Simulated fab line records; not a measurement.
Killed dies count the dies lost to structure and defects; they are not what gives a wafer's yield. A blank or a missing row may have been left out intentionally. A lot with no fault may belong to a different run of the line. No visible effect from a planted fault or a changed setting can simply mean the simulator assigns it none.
Check of tool commonality :: flow berkeley cmos170 :: 15 lots and 45 wafers in the sample

== WHAT PROMPTED THE OPENING ==
Of 15 lots, 3 have the reading PVT_TW flagged at UCB170_PVT_TW_MEAS_09. No-fault wafers: 512, standard deviation 6.3.
Rule: a lot gets a flag if all its wafers with a number sit over 4 standard deviations from that mean, or if no wafer of it has a number. All remaining lots are regarded as sound.

lot: L197
measured: day 5 05:49
on: film metro-04
PVT_TW, wafer by wafer: 505 508 507
flag: 

lot: L196
measured: day 5 05:54
on: film metro-03
PVT_TW, wafer by wafer: 630 633 630
flag: FLAGGED

lot: L200
measured: day 5 21:16
on: film metro-04
PVT_TW, wafer by wafer: 509 507 507
flag: 

lot: L198
measured: day 5 21:55
on: film metro-02
PVT_TW, wafer by wafer: 649 644 647
flag: FLAGGED

lot: L201
measured: day 6 16:08
on: film metro-02
PVT_TW, wafer by wafer: 527 528 526
flag: 

lot: L204
measured: day 7 07:27
on: film metro-03
PVT_TW, wafer by wafer: 630 629 630
flag: FLAGGED

lot: L208
measured: day 8 04:14
on: film metro-02
PVT_TW, wafer by wafer: 522 521 519
flag: 

lot: L210
measured: day 8 09:45
on: film metro-03
PVT_TW, wafer by wafer: 507 510 509
flag: 

lot: L209
measured: day 8 09:56
on: film metro-04
PVT_TW, wafer by wafer: 509 508 507
flag: 

lot: L212
measured: day 9 07:59
on: film metro-03
PVT_TW, wafer by wafer: 511 510 511
flag: 

lot: L213
measured: day 9 10:56
on: film metro-02
PVT_TW, wafer by wafer: 519 522 522
flag: 

lot: L215
measured: day 9 11:10
on: film metro-03
PVT_TW, wafer by wafer: 511 512 510
flag: 

lot: L214
measured: day 9 11:25
on: film metro-04
PVT_TW, wafer by wafer: 507 505 506
flag: 

lot: L217
measured: day 10 09:13
on: film metro-03
PVT_TW, wafer by wafer: 510 512 512
flag: 

lot: L218
measured: day 10 09:16
on: film metro-02
PVT_TW, wafer by wafer: 518 521 521
flag: 
On average the flagged lots' numbers are 636, which is +124 against the usual, or +20 standard deviations.

== LOT BY LOT: THE TOOL USED ==
The record holds 1 process step before the reading, out of a route of 331 steps. Cell contents, in order: the tool; ch with the chambers the sampled wafers went through; the start.
lot: L197
flag: 
UCB170_PVT_IMPLANT_07: implanter-03 ch 0, day 5 05:37

lot: L196
flag: FLAGGED
UCB170_PVT_IMPLANT_07: implanter-04 ch 0, day 5 05:21

lot: L200
flag: 
UCB170_PVT_IMPLANT_07: implanter-03 ch 0, day 5 21:02

lot: L198
flag: FLAGGED
UCB170_PVT_IMPLANT_07: implanter-04 ch 0, day 5 21:17

lot: L201
flag: 
UCB170_PVT_IMPLANT_07: implanter-03 ch 0, day 6 15:53

lot: L204
flag: FLAGGED
UCB170_PVT_IMPLANT_07: implanter-03 ch 0, day 7 06:39

lot: L208
flag: 
UCB170_PVT_IMPLANT_07: implanter-04 ch 0, day 8 03:59

lot: L210
flag: 
UCB170_PVT_IMPLANT_07: implanter-03 ch 0, day 8 09:30

lot: L209
flag: 
UCB170_PVT_IMPLANT_07: implanter-04 ch 0, day 8 09:41

lot: L212
flag: 
UCB170_PVT_IMPLANT_07: implanter-03 ch 0, day 9 07:44

lot: L213
flag: 
UCB170_PVT_IMPLANT_07: implanter-02 ch 0, day 9 10:41

lot: L215
flag: 
UCB170_PVT_IMPLANT_07: implanter-04 ch 0, day 9 10:55

lot: L214
flag: 
UCB170_PVT_IMPLANT_07: implanter-02 ch 0, day 9 11:12

lot: L217
flag: 
UCB170_PVT_IMPLANT_07: implanter-02 ch 0, day 10 08:59

lot: L218
flag: 
UCB170_PVT_IMPLANT_07: implanter-03 ch 0, day 10 09:03
What these steps do:
- UCB170_PVT_IMPLANT_07
- UCB170_PVT_TW_MEAS_09

== FLAGGED OVER TOTAL, TOOL BY TOOL (the gauges that took the reading come last) ==
step: UCB170_PVT_IMPLANT_07
tool: implanter-02
lots run: 3
flagged: 0
share of the flagged lots: none
sound lots run after its first flagged lot: -

step: UCB170_PVT_IMPLANT_07
tool: implanter-03
lots run: 7
flagged: 1
share of the flagged lots: some
sound lots run after its first flagged lot: 3 (L210,L212,L218)

step: UCB170_PVT_IMPLANT_07
tool: implanter-04
lots run: 5
flagged: 2
share of the flagged lots: some
sound lots run after its first flagged lot: 3 (L208,L209,L215)

step: UCB170_PVT_TW_MEAS_09
tool: film metro-02
lots run: 5
flagged: 1
share of the flagged lots: some
sound lots run after its first flagged lot: 4 (L201,L208,L213,L218)

step: UCB170_PVT_TW_MEAS_09
tool: film metro-03
lots run: 6
flagged: 2
share of the flagged lots: some
sound lots run after its first flagged lot: 4 (L210,L212,L215,L217)

step: UCB170_PVT_TW_MEAS_09
tool: film metro-04
lots run: 4
flagged: 0
share of the flagged lots: none
sound lots run after its first flagged lot: -

== WHAT THE TABLE PERMITS ==
No row of the table ran every flagged lot.

== WHAT HAD BEEN PUT IN BY THE SIMULATOR ==
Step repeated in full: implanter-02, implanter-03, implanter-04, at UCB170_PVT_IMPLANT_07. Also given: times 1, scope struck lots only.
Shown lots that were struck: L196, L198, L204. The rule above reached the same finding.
